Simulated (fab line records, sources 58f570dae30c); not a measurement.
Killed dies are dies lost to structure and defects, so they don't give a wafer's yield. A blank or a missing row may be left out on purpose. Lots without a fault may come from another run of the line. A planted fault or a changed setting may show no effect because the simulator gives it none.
Chamber matching | flow berkeley_cmos170 | UCB170_V1_ETCH_14 on rie_diel-03: 4 sister chambers
The step etches SiO2 in CHF3/CF4/Ar, stops on Al, target depth 1250 nm, time 291 s. 7 wafers are shown with their chamber, then 7 later ones without.

WAFERS WITH THEIR CHAMBER
wafer  | chamber | throttle_valve_pct (%) | drypump_motor_current_A (A)
L619.6 | 2       | 6.94                   | 5.6
L623.4 | 0       | 6.98                   | 6.1
L625.3 | 3       | 6.81                   | 5.0
L625.4 | 1       | 7.17                   | 6.4
L625.6 | 3       | 6.82                   | 5.0
L635.2 | 0       | 6.97                   | 6.0
L635.4 | 2       | 6.94                   | 5.5

WAFERS WITHOUT THEIR CHAMBER
wafer  | throttle_valve_pct (%) | drypump_motor_current_A (A)
L635.6 | 6.95                   | 5.6
L636.1 | 6.81                   | 5.0
L636.3 | 6.94                   | 5.6
L636.5 | 7.17                   | 6.4
L639.1 | 7.16                   | 6.4
L639.4 | 6.95                   | 5.6
L639.5 | 7.16                   | 6.4

WHICH CHAMBER EACH WENT THROUGH
wafer  | from the rows above | in truth
L635.6 | 2                   | 2
L636.1 | 3                   | 3
L636.3 | 2                   | 2
L636.5 | 1                   | 1
L639.1 | 1                   | 1
L639.4 | 2                   | 2
L639.5 | 1                   | 1
Placed correctly: 7 of 7. Can't be placed from these rows: 0. Placed wrongly: 0.
How it was worked out, from the rows above alone: a wafer's distance from a chamber is the root of the sum, over the readings, of the square of ((its reading less the chamber's mean) divided by the reading's scatter). The wafer belongs to the nearest chamber; if the next one is less than 2 further off, it can't be placed. A chamber's mean is the mean of its shown wafers. The scatter: the root of (the sum of the squares of (reading less its chamber's mean) over the shown wafers, divided by (wafers less chambers)).
